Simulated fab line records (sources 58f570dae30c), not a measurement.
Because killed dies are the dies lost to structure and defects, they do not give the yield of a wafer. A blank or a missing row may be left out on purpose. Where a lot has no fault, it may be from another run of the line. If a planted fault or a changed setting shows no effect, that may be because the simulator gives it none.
fab line records :: flow berkeley-cmos170
record:
  lots: 14
  wafers: 42
  last-day: 12
route steps=331 shown ACTIVE@65
lots that met no fault: from a run of the same line without faults
start-h: hours from the record's opening day to when the first of the lot's shown wafers began :: wait-h: hours from the lot's prior step to this one :: " repeats the value in the row above :: L1.1+2: a row that stands for several wafers :: - value missing, or start not given :: * or withheld: withheld :: < > ~ a bound
route shown NAME@n: names a module that has steps shown in the file, with the first one's number in the route :: usual: mean/standard deviation of fault-free wafers :: same: alike in all rows :: chamber/n: place in a boat :: sites: the reading at each site :: _std_site: how widely they spread, as a standard deviation :: _edge_site: the outer-site mean with the inner-site mean subtracted :: radius-mm: how far each site lies from the wafer's centre :: mask NAME#n: copy n :: behind: the most recent tool/chamber to have shaped the wafer :: hold: cause of the lot's hold/its duration in hours/its outcome :: device: whichever transistor did not switch (one of n, p or np) :: end of line: at the end of the route, the tests of the same wafers :: where a step has no rows: the recipe by itself :: killed: dies lost to structure and defects at the first sort, not the wafer's yield :: map: a wafer's dies, x killed, . not, _ none there
set.NAME: setting as actually run; set.NAME@STEP: the setting as run at that earlier step :: model.NAME: the simulator's own value behind a step, which no gauge read
a sample of lots followed through the steps of the route, with each step as a table and each wafer as a row
services: the hour from which a tool's chamber was out of use, counted from the record's first day as start-h (under 0 if before that day), plus the number of hours and why
== steps ==
step: UCB170_ACTIVE_CVD_05
recipe:
  material: Si3N4
  target-thk-nm: 220
  temp-c: 800
  precursor: SiH2Cl2/NH3
  time-s: 3300
  pressure-mtorr: 205.6
  sih2cl2-flow-sccm: 25
  nh3-flow-sccm: 75
usual:
  sih2cl2-flow-sccm: 25.01/0.083
  zone-power-load-pct: 20.1/1.3
lot.wafer: L904.3
tool: lpcvd-02
chamber: 1
start-h: 81.88
wait-h: 0.0
sih2cl2-flow-sccm: 24.82
zone-power-load-pct: 20.9

lot.wafer: L904.4
tool: lpcvd-02
chamber: 1
start-h: 81.88
wait-h: 0.0
sih2cl2-flow-sccm: 24.93
zone-power-load-pct: 20.6

lot.wafer: L904.6
tool: lpcvd-02
chamber: 1
start-h: 81.88
wait-h: 0.0
sih2cl2-flow-sccm: 24.97
zone-power-load-pct: 20.9

lot.wafer: L905.3
tool: lpcvd-02
chamber: 1
start-h: 81.88
wait-h: 0.0
sih2cl2-flow-sccm: 25.00
zone-power-load-pct: 20.8

lot.wafer: L905.5
tool: lpcvd-02
chamber: 1
start-h: 81.88
wait-h: 0.0
sih2cl2-flow-sccm: 25.07
zone-power-load-pct: 20.4

lot.wafer: L905.6
tool: lpcvd-02
chamber: 1
start-h: 81.88
wait-h: 0.0
sih2cl2-flow-sccm: 24.98
zone-power-load-pct: 20.7

lot.wafer: L906.2
tool: lpcvd-02
chamber: 1
start-h: 81.88
wait-h: 0.0
sih2cl2-flow-sccm: 24.98
zone-power-load-pct: 21.1

lot.wafer: L906.4
tool: lpcvd-02
chamber: 1
start-h: 81.88
wait-h: 0.0
sih2cl2-flow-sccm: 24.88
zone-power-load-pct: 20.9

lot.wafer: L906.6
tool: lpcvd-02
chamber: 1
start-h: 81.88
wait-h: 0.0
sih2cl2-flow-sccm: 24.93
zone-power-load-pct: 20.7

lot.wafer: L907.2
tool: lpcvd-02
chamber: 0
start-h: 81.88
wait-h: 0.0
sih2cl2-flow-sccm: 24.98
zone-power-load-pct: 17.9

lot.wafer: L907.5
tool: lpcvd-02
chamber: 0
start-h: 81.88
wait-h: 0.0
sih2cl2-flow-sccm: 25.04
zone-power-load-pct: 17.7

lot.wafer: L907.6
tool: lpcvd-02
chamber: 0
start-h: 81.88
wait-h: 0.0
sih2cl2-flow-sccm: 24.88
zone-power-load-pct: 17.6

lot.wafer: L907.2
tool: lpcvd-02
chamber: 0
start-h: 83.96
wait-h: 0.2
sih2cl2-flow-sccm: 24.91
zone-power-load-pct: 17.8

lot.wafer: L907.5
tool: lpcvd-02
chamber: 0
start-h: 83.96
wait-h: 0.2
sih2cl2-flow-sccm: 25.03
zone-power-load-pct: 17.8

lot.wafer: L907.6
tool: lpcvd-02
chamber: 0
start-h: 83.96
wait-h: 0.2
sih2cl2-flow-sccm: 25.02
zone-power-load-pct: 17.6

lot.wafer: L910.4
tool: lpcvd-02
chamber: 0
start-h: 107.94
wait-h: 0.7
sih2cl2-flow-sccm: 25.10
zone-power-load-pct: 17.6

lot.wafer: L910.5
tool: lpcvd-02
chamber: 0
start-h: 107.94
wait-h: 0.7
sih2cl2-flow-sccm: 25.12
zone-power-load-pct: 17.7

lot.wafer: L910.6
tool: lpcvd-02
chamber: 0
start-h: 107.94
wait-h: 0.7
sih2cl2-flow-sccm: 25.08
zone-power-load-pct: 17.8

lot.wafer: L910.4
tool: lpcvd-01
chamber: 0
start-h: 112.01
wait-h: 1.2
sih2cl2-flow-sccm: 24.96
zone-power-load-pct: 20.0

lot.wafer: L910.5
tool: lpcvd-01
chamber: 0
start-h: 112.01
wait-h: 1.2
sih2cl2-flow-sccm: 24.98
zone-power-load-pct: 19.8

lot.wafer: L910.6
tool: lpcvd-01
chamber: 0
start-h: 112.01
wait-h: 1.2
sih2cl2-flow-sccm: 24.97
zone-power-load-pct: 19.9

lot.wafer: L913.2
tool: lpcvd-01
chamber: 0
start-h: 119.57
wait-h: 1.3
sih2cl2-flow-sccm: 24.86
zone-power-load-pct: 20.0

lot.wafer: L913.3
tool: lpcvd-01
chamber: 0
start-h: 119.57
wait-h: 1.3
sih2cl2-flow-sccm: 24.84
zone-power-load-pct: 20.3

lot.wafer: L913.5
tool: lpcvd-01
chamber: 0
start-h: 119.57
wait-h: 1.3
sih2cl2-flow-sccm: 24.84
zone-power-load-pct: 20.1

lot.wafer: L918.2
tool: lpcvd-01
chamber: 1
start-h: 151.44
wait-h: 0.0
sih2cl2-flow-sccm: 24.96
zone-power-load-pct: 21.2

lot.wafer: L918.5
tool: lpcvd-01
chamber: 1
start-h: 151.44
wait-h: 0.0
sih2cl2-flow-sccm: 24.89
zone-power-load-pct: 21.2

lot.wafer: L918.6
tool: lpcvd-01
chamber: 1
start-h: 151.44
wait-h: 0.0
sih2cl2-flow-sccm: 24.94
zone-power-load-pct: 21.4

lot.wafer: L919.1
tool: lpcvd-01
chamber: 0
start-h: 151.44
wait-h: 0.0
sih2cl2-flow-sccm: 25.08
zone-power-load-pct: 19.5

lot.wafer: L919.3
tool: lpcvd-01
chamber: 0
start-h: 151.44
wait-h: 0.0
sih2cl2-flow-sccm: 25.15
zone-power-load-pct: 19.4

lot.wafer: L919.6
tool: lpcvd-01
chamber: 0
start-h: 151.44
wait-h: 0.0
sih2cl2-flow-sccm: 25.04
zone-power-load-pct: 20.0

lot.wafer: L921.3
tool: lpcvd-01
chamber: 0
start-h: 161.30
wait-h: 3.4
sih2cl2-flow-sccm: 25.06
zone-power-load-pct: 20.0

lot.wafer: L921.4
tool: lpcvd-01
chamber: 0
start-h: 161.30
wait-h: 3.4
sih2cl2-flow-sccm: 25.00
zone-power-load-pct: 19.8

lot.wafer: L921.5
tool: lpcvd-01
chamber: 0
start-h: 161.30
wait-h: 3.4
sih2cl2-flow-sccm: 25.16
zone-power-load-pct: 19.9

lot.wafer: L922.1
tool: lpcvd-01
chamber: 1
start-h: 165.24
wait-h: 0.0
sih2cl2-flow-sccm: 25.07
zone-power-load-pct: 21.1

lot.wafer: L922.5
tool: lpcvd-01
chamber: 1
start-h: 165.24
wait-h: 0.0
sih2cl2-flow-sccm: 24.97
zone-power-load-pct: 21.0

lot.wafer: L922.6
tool: lpcvd-01
chamber: 1
start-h: 165.24
wait-h: 0.0
sih2cl2-flow-sccm: 25.00
zone-power-load-pct: 21.0

lot.wafer: L923.3
tool: lpcvd-02
chamber: 1
start-h: 177.92
wait-h: 0.0
sih2cl2-flow-sccm: 25.00
zone-power-load-pct: 20.1

lot.wafer: L923.5
tool: lpcvd-02
chamber: 1
start-h: 177.92
wait-h: 0.0
sih2cl2-flow-sccm: 25.02
zone-power-load-pct: 21.0

lot.wafer: L923.6
tool: lpcvd-02
chamber: 1
start-h: 177.92
wait-h: 0.0
sih2cl2-flow-sccm: 25.01
zone-power-load-pct: 20.6

lot.wafer: L924.1
tool: lpcvd-02
chamber: 0
start-h: 177.92
wait-h: 0.0
sih2cl2-flow-sccm: 25.21
zone-power-load-pct: 18.0

lot.wafer: L924.3
tool: lpcvd-02
chamber: 0
start-h: 177.92
wait-h: 0.0
sih2cl2-flow-sccm: 25.13
zone-power-load-pct: 18.0

lot.wafer: L924.4
tool: lpcvd-02
chamber: 0
start-h: 177.92
wait-h: 0.0
sih2cl2-flow-sccm: 24.99
zone-power-load-pct: 17.7

lot.wafer: L925.2
tool: lpcvd-02
chamber: 0
start-h: 183.47
wait-h: 0.5
sih2cl2-flow-sccm: 25.02
zone-power-load-pct: 18.0

lot.wafer: L925.4
tool: lpcvd-02
chamber: 0
start-h: 183.47
wait-h: 0.5
sih2cl2-flow-sccm: 25.10
zone-power-load-pct: 17.8

lot.wafer: L925.5
tool: lpcvd-02
chamber: 0
start-h: 183.47
wait-h: 0.5
sih2cl2-flow-sccm: 24.95
zone-power-load-pct: 17.3

lot.wafer: L927.1
tool: lpcvd-02
chamber: 1
start-h: 193.94
wait-h: 0.0
sih2cl2-flow-sccm: 24.88
zone-power-load-pct: 20.5

lot.wafer: L927.2
tool: lpcvd-02
chamber: 1
start-h: 193.94
wait-h: 0.0
sih2cl2-flow-sccm: 24.89
zone-power-load-pct: 20.6

lot.wafer: L927.3
tool: lpcvd-02
chamber: 1
start-h: 193.94
wait-h: 0.0
sih2cl2-flow-sccm: 25.00
zone-power-load-pct: 20.7
step: UCB170_ACTIVE_THK_MEAS_06
recipe:
  reads: Si3N4_of_ACTIVE_CVD_05
usual:
  ACTIVE_NITRIDE_THK: 222.1/2.1
lot.wafer: L904.3
tool: film-metro-01
chamber: -
start-h: 83.81
wait-h: 0.0
ACTIVE_NITRIDE_THK[nm]: 219.0

lot.wafer: L904.4
tool: film-metro-01
chamber: -
start-h: 83.81
wait-h: 0.0
ACTIVE_NITRIDE_THK[nm]: 222.1

lot.wafer: L904.6
tool: film-metro-01
chamber: -
start-h: 83.81
wait-h: 0.0
ACTIVE_NITRIDE_THK[nm]: 221.7

lot.wafer: L905.3
tool: film-metro-04
chamber: -
start-h: 83.81
wait-h: 0.0
ACTIVE_NITRIDE_THK[nm]: 223.3

lot.wafer: L905.5
tool: film-metro-04
chamber: -
start-h: 83.81
wait-h: 0.0
ACTIVE_NITRIDE_THK[nm]: 224.2

lot.wafer: L905.6
tool: film-metro-04
chamber: -
start-h: 83.81
wait-h: 0.0
ACTIVE_NITRIDE_THK[nm]: 224.1

lot.wafer: L906.2
tool: film-metro-01
chamber: -
start-h: 83.86
wait-h: 0.1
ACTIVE_NITRIDE_THK[nm]: 221.4

lot.wafer: L906.4
tool: film-metro-01
chamber: -
start-h: 83.86
wait-h: 0.1
ACTIVE_NITRIDE_THK[nm]: 222.4

lot.wafer: L906.6
tool: film-metro-01
chamber: -
start-h: 83.86
wait-h: 0.1
ACTIVE_NITRIDE_THK[nm]: 222.6

lot.wafer: L907.2
tool: film-metro-02
chamber: -
start-h: 85.89
wait-h: 0.0
ACTIVE_NITRIDE_THK[nm]: 446.5

lot.wafer: L907.5
tool: film-metro-02
chamber: -
start-h: 85.89
wait-h: 0.0
ACTIVE_NITRIDE_THK[nm]: 451.0

lot.wafer: L907.6
tool: film-metro-02
chamber: -
start-h: 85.89
wait-h: 0.0
ACTIVE_NITRIDE_THK[nm]: 450.4

lot.wafer: L910.4
tool: film-metro-04
chamber: -
start-h: 114.91
wait-h: 0.0
ACTIVE_NITRIDE_THK[nm]: 442.6

lot.wafer: L910.5
tool: film-metro-04
chamber: -
start-h: 114.91
wait-h: 0.0
ACTIVE_NITRIDE_THK[nm]: 439.8

lot.wafer: L910.6
tool: film-metro-04
chamber: -
start-h: 114.91
wait-h: 0.0
ACTIVE_NITRIDE_THK[nm]: 442.0

lot.wafer: L913.2
tool: film-metro-02
chamber: -
start-h: 122.45
wait-h: 0.0
ACTIVE_NITRIDE_THK[nm]: 222.3

lot.wafer: L913.3
tool: film-metro-02
chamber: -
start-h: 122.45
wait-h: 0.0
ACTIVE_NITRIDE_THK[nm]: 220.9

lot.wafer: L913.5
tool: film-metro-02
chamber: -
start-h: 122.45
wait-h: 0.0
ACTIVE_NITRIDE_THK[nm]: 222.3

lot.wafer: L919.1
tool: film-metro-01
chamber: -
start-h: 153.36
wait-h: 0.0
ACTIVE_NITRIDE_THK[nm]: 219.9

lot.wafer: L919.3
tool: film-metro-01
chamber: -
start-h: 153.36
wait-h: 0.0
ACTIVE_NITRIDE_THK[nm]: 220.4

lot.wafer: L919.6
tool: film-metro-01
chamber: -
start-h: 153.36
wait-h: 0.0
ACTIVE_NITRIDE_THK[nm]: 221.0

lot.wafer: L918.2
tool: film-metro-04
chamber: -
start-h: 153.37
wait-h: 0.0
ACTIVE_NITRIDE_THK[nm]: 220.2

lot.wafer: L918.5
tool: film-metro-04
chamber: -
start-h: 153.37
wait-h: 0.0
ACTIVE_NITRIDE_THK[nm]: 220.7

lot.wafer: L918.6
tool: film-metro-04
chamber: -
start-h: 153.37
wait-h: 0.0
ACTIVE_NITRIDE_THK[nm]: 221.7

lot.wafer: L921.3
tool: film-metro-04
chamber: -
start-h: 163.24
wait-h: 0.0
ACTIVE_NITRIDE_THK[nm]: 220.8

lot.wafer: L921.4
tool: film-metro-04
chamber: -
start-h: 163.24
wait-h: 0.0
ACTIVE_NITRIDE_THK[nm]: 221.9

lot.wafer: L921.5
tool: film-metro-04
chamber: -
start-h: 163.24
wait-h: 0.0
ACTIVE_NITRIDE_THK[nm]: 223.7

lot.wafer: L922.1
tool: film-metro-04
chamber: -
start-h: 167.15
wait-h: 0.0
ACTIVE_NITRIDE_THK[nm]: 220.0

lot.wafer: L922.5
tool: film-metro-04
chamber: -
start-h: 167.15
wait-h: 0.0
ACTIVE_NITRIDE_THK[nm]: 220.1

lot.wafer: L922.6
tool: film-metro-04
chamber: -
start-h: 167.15
wait-h: 0.0
ACTIVE_NITRIDE_THK[nm]: 219.8

lot.wafer: L924.1
tool: film-metro-01
chamber: -
start-h: 180.80
wait-h: 0.0
ACTIVE_NITRIDE_THK[nm]: 225.8

lot.wafer: L924.3
tool: film-metro-01
chamber: -
start-h: 180.80
wait-h: 0.0
ACTIVE_NITRIDE_THK[nm]: 225.8

lot.wafer: L924.4
tool: film-metro-01
chamber: -
start-h: 180.80
wait-h: 0.0
ACTIVE_NITRIDE_THK[nm]: 226.5

lot.wafer: L923.3
tool: film-metro-02
chamber: -
start-h: 180.82
wait-h: 0.0
ACTIVE_NITRIDE_THK[nm]: 220.2

lot.wafer: L923.5
tool: film-metro-02
chamber: -
start-h: 180.82
wait-h: 0.0
ACTIVE_NITRIDE_THK[nm]: 223.6

lot.wafer: L923.6
tool: film-metro-02
chamber: -
start-h: 180.82
wait-h: 0.0
ACTIVE_NITRIDE_THK[nm]: 220.8

lot.wafer: L925.2
tool: film-metro-04
chamber: -
start-h: 186.36
wait-h: 0.0
ACTIVE_NITRIDE_THK[nm]: 223.0

lot.wafer: L925.4
tool: film-metro-04
chamber: -
start-h: 186.36
wait-h: 0.0
ACTIVE_NITRIDE_THK[nm]: 224.5

lot.wafer: L925.5
tool: film-metro-04
chamber: -
start-h: 186.36
wait-h: 0.0
ACTIVE_NITRIDE_THK[nm]: 224.4

lot.wafer: L927.1
tool: film-metro-02
chamber: -
start-h: 196.82
wait-h: 0.0
ACTIVE_NITRIDE_THK[nm]: 223.7

lot.wafer: L927.2
tool: film-metro-02
chamber: -
start-h: 196.82
wait-h: 0.0
ACTIVE_NITRIDE_THK[nm]: 224.7

lot.wafer: L927.3
tool: film-metro-02
chamber: -
start-h: 196.82
wait-h: 0.0
ACTIVE_NITRIDE_THK[nm]: 226.4
step: UCB170_ACTIVE_ETCH_15
recipe:
  chemistry: CH3F/Ar/O2
  target: Si3N4
  stop-on: SiO2
  CH3F_flow_sccm: 20
  Ar_flow_sccm: 50
  O2_flow_sccm: 7
  pressure-mtorr: 50
  rf-w: 450
  target-depth-a: 2420
  over-etch-frac: 0.1
  time-s: 151
usual:
  drypump-motor-current-A: 5.5/0.47
  oes-product-au: 0.945/0.015
  throttle-valve-pct: 8.07/0.11
lot.wafer: L904.3
tool: rie-diel-01
chamber: 1
start-h: 85.02
wait-h: 0.0
drypump-motor-current-A: 5.2
oes-product-au: 0.945
rf-hours-counter-h: 16
throttle-valve-pct: 8.17

lot.wafer: L904.4
tool: rie-diel-01
chamber: 2
start-h: 85.02
wait-h: 0.0
drypump-motor-current-A: 4.7
oes-product-au: 0.922
rf-hours-counter-h: 16
throttle-valve-pct: 8.00

lot.wafer: L904.6
tool: rie-diel-01
chamber: 1
start-h: 85.02
wait-h: 0.0
drypump-motor-current-A: 5.2
oes-product-au: 0.950
rf-hours-counter-h: -
throttle-valve-pct: 8.21

lot.wafer: L905.3
tool: rie-diel-03
chamber: 0
start-h: 85.34
wait-h: 0.0
drypump-motor-current-A: 5.8
oes-product-au: 0.961
rf-hours-counter-h: 77
throttle-valve-pct: 8.05

lot.wafer: L905.5
tool: rie-diel-03
chamber: 1
start-h: 85.34
wait-h: 0.0
drypump-motor-current-A: 5.0
oes-product-au: 0.954
rf-hours-counter-h: -
throttle-valve-pct: 8.09

lot.wafer: L905.6
tool: rie-diel-03
chamber: 0
start-h: 85.34
wait-h: 0.0
drypump-motor-current-A: 5.8
oes-product-au: 0.964
rf-hours-counter-h: -
throttle-valve-pct: 8.05

lot.wafer: L906.2
tool: rie-diel-04
chamber: 0
start-h: 85.64
wait-h: 0.0
drypump-motor-current-A: 6.3
oes-product-au: 0.915
rf-hours-counter-h: 53
throttle-valve-pct: 8.06

lot.wafer: L906.4
tool: rie-diel-04
chamber: 1
start-h: 85.64
wait-h: 0.0
drypump-motor-current-A: 5.9
oes-product-au: 0.917
rf-hours-counter-h: -
throttle-valve-pct: 8.14

lot.wafer: L906.6
tool: rie-diel-04
chamber: 2
start-h: 85.64
wait-h: 0.0
drypump-motor-current-A: 5.7
oes-product-au: 0.944
rf-hours-counter-h: -
throttle-valve-pct: 8.02

lot.wafer: L907.2
tool: rie-diel-04
chamber: 2
start-h: 87.46
wait-h: 0.0
drypump-motor-current-A: 5.6
oes-product-au: 0.999
rf-hours-counter-h: 107
throttle-valve-pct: 8.03

lot.wafer: L907.5
tool: rie-diel-04
chamber: 0
start-h: 87.46
wait-h: 0.0
drypump-motor-current-A: 6.3
oes-product-au: 0.976
rf-hours-counter-h: -
throttle-valve-pct: 8.06

lot.wafer: L907.6
tool: rie-diel-04
chamber: 1
start-h: 87.46
wait-h: 0.0
drypump-motor-current-A: 5.9
oes-product-au: 0.990
rf-hours-counter-h: -
throttle-valve-pct: 8.14

lot.wafer: L910.4
tool: rie-diel-04
chamber: 3
start-h: 116.34
wait-h: 0.0
drypump-motor-current-A: 5.2
oes-product-au: 0.994
rf-hours-counter-h: 100
throttle-valve-pct: 8.27

lot.wafer: L910.5
tool: rie-diel-04
chamber: 1
start-h: 116.34
wait-h: 0.0
drypump-motor-current-A: 5.9
oes-product-au: 0.988
rf-hours-counter-h: -
throttle-valve-pct: 8.16

lot.wafer: L910.6
tool: rie-diel-04
chamber: 2
start-h: 116.34
wait-h: 0.0
drypump-motor-current-A: 5.6
oes-product-au: 0.998
rf-hours-counter-h: -
throttle-valve-pct: 8.02

lot.wafer: L913.2
tool: rie-diel-03
chamber: 1
start-h: 124.16
wait-h: 0.0
drypump-motor-current-A: 5.0
oes-product-au: 0.955
rf-hours-counter-h: 73
throttle-valve-pct: 8.10

lot.wafer: L913.3
tool: rie-diel-03
chamber: 2
start-h: 124.16
wait-h: 0.0
drypump-motor-current-A: 6.0
oes-product-au: 0.947
rf-hours-counter-h: 33
throttle-valve-pct: 7.92

lot.wafer: L913.5
tool: rie-diel-03
chamber: 1
start-h: 124.16
wait-h: 0.0
drypump-motor-current-A: 5.0
oes-product-au: 0.953
rf-hours-counter-h: -
throttle-valve-pct: 8.09

lot.wafer: L918.2
tool: rie-diel-03
chamber: 0
start-h: 154.54
wait-h: 0.0
drypump-motor-current-A: 5.8
oes-product-au: 0.973
rf-hours-counter-h: 79
throttle-valve-pct: 8.05

lot.wafer: L918.5
tool: rie-diel-03
chamber: 1
start-h: 154.54
wait-h: 0.0
drypump-motor-current-A: 5.0
oes-product-au: 0.951
rf-hours-counter-h: -
throttle-valve-pct: 8.10

lot.wafer: L918.6
tool: rie-diel-03
chamber: 2
start-h: 154.54
wait-h: 0.0
drypump-motor-current-A: 6.0
oes-product-au: 0.944
rf-hours-counter-h: -
throttle-valve-pct: 7.92

lot.wafer: L919.1
tool: rie-diel-01
chamber: 3
start-h: 154.66
wait-h: 0.0
drypump-motor-current-A: 4.9
oes-product-au: 0.935
rf-hours-counter-h: 68
throttle-valve-pct: 7.90

lot.wafer: L919.3
tool: rie-diel-01
chamber: 1
start-h: 154.66
wait-h: 0.0
drypump-motor-current-A: 5.3
oes-product-au: 0.954
rf-hours-counter-h: 19
throttle-valve-pct: 8.20

lot.wafer: L919.6
tool: rie-diel-01
chamber: 0
start-h: 154.66
wait-h: 0.0
drypump-motor-current-A: 5.4
oes-product-au: 0.959
rf-hours-counter-h: -
throttle-valve-pct: 8.22

lot.wafer: L921.3
tool: rie-diel-04
chamber: 0
start-h: 164.52
wait-h: 0.0
drypump-motor-current-A: 6.3
oes-product-au: 0.926
rf-hours-counter-h: 56
throttle-valve-pct: 8.06

lot.wafer: L921.4
tool: rie-diel-04
chamber: 3
start-h: 164.52
wait-h: 0.0
drypump-motor-current-A: 5.2
oes-product-au: 0.931
rf-hours-counter-h: 102
throttle-valve-pct: 8.26

lot.wafer: L921.5
tool: rie-diel-04
chamber: 3
start-h: 164.52
wait-h: 0.0
drypump-motor-current-A: 5.2
oes-product-au: 0.942
rf-hours-counter-h: -
throttle-valve-pct: 8.27

lot.wafer: L922.1
tool: rie-diel-03
chamber: 1
start-h: 168.21
wait-h: 0.0
drypump-motor-current-A: 5.0
oes-product-au: 0.944
rf-hours-counter-h: 75
throttle-valve-pct: 8.11

lot.wafer: L922.5
tool: rie-diel-03
chamber: 2
start-h: 168.21
wait-h: 0.0
drypump-motor-current-A: 6.0
oes-product-au: 0.941
rf-hours-counter-h: -
throttle-valve-pct: 7.91

lot.wafer: L922.6
tool: rie-diel-03
chamber: 1
start-h: 168.21
wait-h: 0.0
drypump-motor-current-A: 5.0
oes-product-au: 0.939
rf-hours-counter-h: -
throttle-valve-pct: 8.08

lot.wafer: L923.3
tool: rie-diel-03
chamber: 0
start-h: 181.96
wait-h: 0.0
drypump-motor-current-A: 5.8
oes-product-au: 0.970
rf-hours-counter-h: 80
throttle-valve-pct: 8.06

lot.wafer: L923.5
tool: rie-diel-03
chamber: 3
start-h: 181.96
wait-h: 0.0
drypump-motor-current-A: 5.7
oes-product-au: 0.964
rf-hours-counter-h: -
throttle-valve-pct: 7.95

lot.wafer: L923.6
tool: rie-diel-03
chamber: 2
start-h: 181.96
wait-h: 0.0
drypump-motor-current-A: 6.0
oes-product-au: 0.945
rf-hours-counter-h: -
throttle-valve-pct: 7.92

lot.wafer: L924.1
tool: rie-diel-04
chamber: 1
start-h: 182.10
wait-h: 0.0
drypump-motor-current-A: 5.9
oes-product-au: 0.927
rf-hours-counter-h: 125
throttle-valve-pct: 8.15

lot.wafer: L924.3
tool: rie-diel-04
chamber: 2
start-h: 182.10
wait-h: 0.0
drypump-motor-current-A: 5.6
oes-product-au: 0.954
rf-hours-counter-h: 111
throttle-valve-pct: 8.03

lot.wafer: L924.4
tool: rie-diel-04
chamber: 3
start-h: 182.10
wait-h: 0.0
drypump-motor-current-A: 5.2
oes-product-au: 0.953
rf-hours-counter-h: 103
throttle-valve-pct: 8.26

lot.wafer: L925.2
tool: rie-diel-03
chamber: 2
start-h: 187.60
wait-h: 0.0
drypump-motor-current-A: 6.0
oes-product-au: 0.940
rf-hours-counter-h: 35
throttle-valve-pct: 7.91

lot.wafer: L925.4
tool: rie-diel-03
chamber: 0
start-h: 187.60
wait-h: 0.0
drypump-motor-current-A: 5.8
oes-product-au: 0.969
rf-hours-counter-h: 81
throttle-valve-pct: 8.03

lot.wafer: L925.5
tool: rie-diel-03
chamber: 1
start-h: 187.60
wait-h: 0.0
drypump-motor-current-A: 5.0
oes-product-au: 0.954
rf-hours-counter-h: -
throttle-valve-pct: 8.09

lot.wafer: L927.1
tool: rie-diel-01
chamber: 1
start-h: 198.16
wait-h: 0.0
drypump-motor-current-A: 5.2
oes-product-au: 0.951
rf-hours-counter-h: 21
throttle-valve-pct: 8.20

lot.wafer: L927.2
tool: rie-diel-01
chamber: 3
start-h: 198.16
wait-h: 0.0
drypump-motor-current-A: 5.0
oes-product-au: 0.957
rf-hours-counter-h: 70
throttle-valve-pct: 7.92

lot.wafer: L927.3
tool: rie-diel-01
chamber: 2
start-h: 198.16
wait-h: 0.0
drypump-motor-current-A: 4.7
oes-product-au: 0.947
rf-hours-counter-h: 21
throttle-valve-pct: 8.00
== services ==
tool: lpcvd-02
chamber: -
start-h: 80.77
hours: 0.9
kind: repair

tool: rie-diel-04
chamber: 3
start-h: 81.72
hours: 6.4
kind: repair

tool: rie-diel-04
chamber: 1
start-h: 154.22
hours: 3.6
kind: repair

tool: rie-diel-01
chamber: -
start-h: 170.48
hours: 0.4
kind: repair
== key ==
first-sign:
  step: UCB170_ACTIVE_CVD_05
  reading: visit
  direction: added
effect:
  step: UCB170_ACTIVE_THK_MEAS_06
  reading: ACTIVE_NITRIDE_THK
  direction: up
  sigmas: 99+
  usual: 222.1
  struck: 445.4
effect:
  step: UCB170_ACTIVE_ETCH_15
  reading: oes-product-au
  direction: up
  sigmas: 3
  usual: 0.945
  struck: 0.991
met-at UCB170_ACTIVE_CVD_05
struck-lots L907,L910
later-rows-left-out L907.2,L907.5,L907.6,L910.4,L910.5,L910.6
sort-left-out L907.2,L907.5,L907.6,L910.4,L910.5,L910.6
tester-left-out L907,L910
fault:
  kind: repeated-step-whole
  tool: lpcvd-01,lpcvd-02
  chamber: -
  onset-h: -
  steps: UCB170_ACTIVE_CVD_05
  times: 1
  scope: struck-lots-only
tester-left-out: of these lots the tester's yield and bins aren't shown, on N5 and GAA mostly nor the transistor test; their killed dies are dies lost to structure and defects alone, not to doping, threshold or leakage, so they don't give the yield
sort-left-out: the simulated sort isn't trusted on such a fault, so these wafers' sort isn't shown, and their yield isn't known
later-rows-left-out: the simulator's readings of these wafers behind a module that went badly wrong aren't trusted and aren't shown, but for the sort
